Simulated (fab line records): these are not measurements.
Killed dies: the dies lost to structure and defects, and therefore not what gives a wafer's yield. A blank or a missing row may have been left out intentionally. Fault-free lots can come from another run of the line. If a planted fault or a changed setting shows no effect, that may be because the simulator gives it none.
2 desks, one fault    flow berkeley-cmos170    every desk sees just its own numbers, and what lay behind them comes last

## TOOL OWNER'S DESK, plasma-asher-02
The tool's own readings at UCB170_PWELL_STRIP_16 (strips in O2): means of the sampled wafers that have a number, for each lot that ran on this tool. The brackets show how far a lot's mean lies from the usual mean; more than 4 standard deviations puts the lot out of limits, marked OUT.
Columns: A = drypump-motor-current-A at UCB170_PWELL_STRIP_16, usual 6.0 A; B = oes-product-au at UCB170_PWELL_STRIP_16, usual 0.721 a.u.; C = strip-time-to-endpoint-s at UCB170_PWELL_STRIP_16, usual 18.04 s
lot   first seen here  A    B                 C
L344  day 3 16:29      6.1  0.716             18.12
L348  day 4 14:32      6.1  0.720             18.05
L355  day 5 18:46      6.1  0.682 (-8.9) OUT  18.00
L356  day 5 18:55      6.1  0.681 (-9.2) OUT  18.07
L358  day 6 04:53      6.0  0.704             18.16
This desk's verdict: out of limits on L355, L356, starting with L355 at day 5 18:46 (oes-product-au at UCB170_PWELL_STRIP_16). L344, L348, L358: within limits.

## FROM THE METROLOGY DESK
What the gauges read, lot by lot, whatever tool the lot ran on: means of the sampled wafers that have a number. The brackets show how far a lot's mean lies from the usual mean; more than 4 standard deviations puts the lot out of limits, marked OUT.
Columns: A = cd-nm at UCB170_CONTACT_CD_MEAS_90, usual 700.3 nm; B = M2_OVL at UCB170_M2_OVL_MEAS_16, usual 3 nm
lot   first seen here  A      B
L344  day 8 05:55      701.0  -1
L346  day 8 07:53      700.1  -1
L347  day 9 08:05      698.7  3
L350  day 9 09:06      700.8  3
L349  day 9 09:10      700.6  1
L348  day 9 09:25      701.3  0
L351  day 10 07:40     702.2  1
L356  day 10 07:46     698.6  -1
L355  day 10 08:18     700.6  3
L357  day 11 04:35     701.0  4
L359  day 11 04:48     700.2  -0
L358  day 11 05:43     704.1  12
L364  day 13 02:10     700.5  5
L365  day 13 07:23     697.7  -1
L367  day 13 20:47     699.1  7
This desk's finding: nothing out of limits on any of the 15 lots.

## TAKEN TOGETHER
An alarm could have come from the tool owner's desk at day 5 18:46, on L355, L356.
Nothing out of limits was seen by the metrology desk.
The metrology desk holds a record of L355, L356, inside its limits.
All the named lots went through UCB170_PWELL_STRIP_16 on plasma-asher-02.

## WHAT THE SIMULATOR HAD INSERTED
plasma-asher-02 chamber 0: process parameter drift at UCB170_PWELL_STRIP_16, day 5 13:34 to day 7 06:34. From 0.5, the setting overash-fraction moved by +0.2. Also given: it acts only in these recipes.
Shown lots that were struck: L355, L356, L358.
Time in hours from fault onset to the first out-of-limits reading at each desk: the tool owner's desk, 5.
